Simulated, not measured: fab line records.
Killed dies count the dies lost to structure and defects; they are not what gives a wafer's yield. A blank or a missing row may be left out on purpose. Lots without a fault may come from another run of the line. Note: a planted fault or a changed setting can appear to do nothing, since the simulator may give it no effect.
Which of the tools did it? | flow berkeley cmos170 | Sampling: 14 lots, 42 wafers, 5 of 331 route steps

## WHAT EACH GAUGE READ, for each wafer
UCB170_PVT_OVL_MEAS_06.
lot  | measured     | on         | PVT_OVL (nm)
L244 | day 5 12:40  | overlay-01 | -5 -7 -11
L245 | day 5 21:47  | overlay-02 | 8 8 2
L247 | day 6 10:29  | overlay-01 | -1 -2 -4
L251 | day 7 09:05  | overlay-02 | 4 -4 -2
L253 | day 7 17:14  | overlay-01 | 9 1 16
L254 | day 7 22:20  | overlay-02 | -1 -2 2
L257 | day 8 10:25  | overlay-02 | 8 -4 5
L256 | day 8 11:01  | overlay-02 | 4 2 0
L259 | day 8 20:52  | overlay-01 | 2 4 -1
L261 | day 9 08:14  | overlay-01 | -3 -8 10
L262 | day 9 16:25  | overlay-01 | -12 -2 0
L263 | day 10 04:16 | overlay-01 | -7 -4 -6
L264 | day 10 03:56 | overlay-02 | 7 4 3
L266 | day 10 21:49 | overlay-02 | 1 1 0

UCB170_PVT_TW_MEAS_09.
lot  | measured     | on            | PVT_TW
L244 | day 5 12:57  | film metro-01 | 496 498 499
L245 | day 5 22:05  | film metro-01 | 498 501 500
L247 | day 6 10:47  | film metro-04 | 511 511 511
L251 | day 7 09:23  | film metro-02 | 516 514 514
L253 | day 7 17:32  | film metro-04 | 510 507 508
L254 | day 7 22:38  | film metro-01 | 464 461 464
L257 | day 8 10:41  | film metro-04 | 469 471 473
L256 | day 8 11:18  | film metro-02 | 515 514 515
L259 | day 8 21:09  | film metro-02 | 515 514 514
L261 | day 9 08:32  | film metro-02 | 510 515 514
L262 | day 9 16:43  | film metro-04 | 510 510 509
L263 | day 10 04:34 | film metro-02 | 507 508 506
L264 | day 10 04:14 | film metro-02 | 508 508 510
L266 | day 10 22:07 | film metro-01 | 504 501 499

UCB170_GATE_THK_MEAS_05.
lot  | measured     | on            | GATE_POLY_THK (nm)
L244 | day 5 21:35  | film metro-02 | 214.9 214.7 215.7
L245 | day 6 10:23  | film metro-04 | 211.5 211.9 211.8
L247 | day 6 22:18  | film metro-02 | 215.5 217.3 215.8
L251 | day 7 22:55  | film metro-02 | 214.2 216.7 215.0
L253 | day 8 03:28  | film metro-04 | 216.4 217.1 216.3
L254 | day 8 07:37  | film metro-03 | 210.7 211.7 211.1
L257 | day 9 00:19  | film metro-02 | 209.4 211.2 210.9
L256 | day 9 00:20  | film metro-04 | 213.7 215.7 214.4
L259 | day 9 11:05  | film metro-03 | 213.3 213.7 213.2
L261 | day 9 23:56  | film metro-03 | 214.2 214.1 215.7
L262 | day 10 09:16 | film metro-02 | 219.9 217.1 217.5
L263 | day 10 15:23 | film metro-03 | 211.2 212.0 210.9
L264 | day 10 15:25 | film metro-02 | 216.0 217.9 214.9
L266 | day 11 10:52 | film metro-02 | 216.2 217.5 216.2

## WHAT TOOL EACH LOT RAN ON (gives the tool, then ch and the chambers of the sampled wafers, and finally the start)
lot  | UCB170_ACTIVE_ETCH_15             | UCB170_PVT_IMPLANT_07
L244 | rie diel-04 ch 1,2,3, day 4 07:17 | implanter-02 ch 0, day 5 12:42
L245 | rie diel-02 ch 0,3, day 4 12:59   | implanter-04 ch 0, day 5 21:50
L247 | rie diel-03 ch 0,2, day 4 20:39   | implanter-04 ch 0, day 6 10:34
L251 | rie diel-03 ch 1,2,3, day 5 18:53 | implanter-03 ch 0, day 7 09:08
L253 | rie diel-03 ch 0,1,3, day 6 10:10 | implanter-02 ch 0, day 7 17:20
L254 | rie diel-02 ch 0,2,3, day 6 17:11 | implanter-04 ch 0, day 7 22:23
L257 | rie diel-04 ch 0,1,2, day 7 01:23 | implanter-04 ch 0, day 8 10:26
L256 | rie diel-02 ch 1,2, day 7 02:07   | implanter-03 ch 0, day 8 11:04
L259 | rie diel-04 ch 0,2, day 7 14:04   | implanter-02 ch 0, day 8 20:54
L261 | rie diel-04 ch 1,3, day 7 21:32   | implanter-03 ch 0, day 9 08:19
L262 | rie diel-03 ch 0,1,3, day 8 03:31 | implanter-02 ch 0, day 9 16:29
L263 | rie diel-02 ch 0,1,3, day 8 12:03 | implanter-03 ch 0, day 10 04:20
L264 | rie diel-03 ch 0,1, day 8 12:17   | implanter-02 ch 0, day 10 03:59
L266 | rie diel-04 ch 1,2, day 9 07:41   | implanter-02 ch 0, day 10 21:53
- UCB170_ACTIVE_ETCH_15: etches Si3N4 in CH3F/Ar/O2, stops on SiO2, target depth 242 nm, time 151 s.
- UCB170_PVT_IMPLANT_07

## AS READ BY THE TOOLS THEMSELVES (means over the sampled wafers that have a number; for cases with no such wafer, the mark the record gives instead)
UCB170_ACTIVE_ETCH_15.
lot  | tool        | CH3F_flow_sccm (sccm) | drypump motor current A (A) | oes product au (a.u.) | throttle valve pct (%)
L244 | rie diel-04 | 19.94                 | 6.0                         | 0.947                 | 8.24
L245 | rie diel-02 | 19.99                 | 6.1                         | 0.941                 | 7.94
L247 | rie diel-03 | 19.96                 | 6.1                         | 0.939                 | 8.06
L251 | rie diel-03 | 20.06                 | 5.6                         | 0.933                 | 8.06
L253 | rie diel-03 | 19.97                 | 5.7                         | 0.950                 | 8.06
L254 | rie diel-02 | 19.97                 | 6.3                         | 0.933                 | 7.96
L257 | rie diel-04 | 19.98                 | 5.9                         | 0.943                 | 8.24
L256 | rie diel-02 | 20.01                 | 6.2                         | 0.949                 | 8.03
L259 | rie diel-04 | 19.97                 | 5.9                         | 0.928                 | 8.25
L261 | rie diel-04 | 20.03                 | 6.1                         | 0.945                 | 8.21
L262 | rie diel-03 | 20.05                 | 5.7                         | 0.947                 | 8.06
L263 | rie diel-02 | 19.99                 | 5.8                         | 0.937                 | 8.00
L264 | rie diel-03 | 19.97                 | 5.8                         | 0.939                 | 8.14
L266 | rie diel-04 | 20.04                 | 5.7                         | 0.944                 | 8.23

UCB170_PVT_IMPLANT_07.
lot  | tool         | beam on s (s) | faraday current uA
L244 | implanter-02 | 10.06         | 6.31
L245 | implanter-04 | 10.15         | 6.25
L247 | implanter-04 | 9.90          | 6.41
L251 | implanter-03 | 10.09         | 6.28
L253 | implanter-02 | 9.93          | 6.40
L254 | implanter-04 | 7.74          | 8.21
L257 | implanter-04 | 7.75          | 8.16
L256 | implanter-03 | 10.02         | 6.33
L259 | implanter-02 | 10.06         | 6.31
L261 | implanter-03 | 9.81          | 6.46
L262 | implanter-02 | 10.15         | 6.24
L263 | implanter-03 | 10.21         | 6.24
L264 | implanter-02 | 10.08         | 6.29
L266 | implanter-02 | 10.08         | 6.29

## THE ANSWER, worked out from the rows above alone
Rule: the usual values come from the lots themselves. The widest of any qualifying gaps counts: lots, ordered by their means at a reading, are off when they make up no more than a third of the lots, leave a main group of 4 or more, and stand apart from it by 3 or more times the standard deviation of that group's means. The tables above print the reading to a certain number of digits; a main group whose means all agree to those digits is not used. Also off: a lot with no number at a reading for which 4 or more lots have one. Where the step has rows for the other lots, those lots are counted as sound. The gauges are gone through in route order, then the tools' own readings, and for those a lot's mean is taken as printed above. At the first step where some lot is off, the reading lying furthest off is the one used; lots without a number count as furthest.
Off: L254, L257, at UCB170_PVT_TW_MEAS_09 (PVT_TW). Main group: mean 508, sd 5.7.
A tool fits if, at a process step before that reading, it ran every lot that is off, and no sound lot after the first of them. Not tried: the gauges at UCB170_PVT_TW_MEAS_09; whatever is off there is also off at UCB170_PVT_IMPLANT_07, on other tools, and gauge error can't account for it. One fits: UCB170_PVT_IMPLANT_07 on implanter-04. Its last sound lot is L247 (day 6 10:34), its first lot that is off L254 (day 7 22:23): a fault that began between those two fits.
The tool's own readings at UCB170_PVT_IMPLANT_07 bear it out: on the lots that are off they differ by more than 5 times the standard deviation of the sound lots' means. beam on s reads 7.75 s there against 10.04 s on the sound lots; faraday current uA reads 8.19 there against 6.32 on the sound lots.

## WHAT WAS PUT IN BY THE SIMULATOR
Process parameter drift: implanter-04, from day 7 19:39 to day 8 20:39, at UCB170_PVT_IMPLANT_07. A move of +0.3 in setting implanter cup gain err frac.
Struck lots among those shown: L254, L257. The rule above found the same.
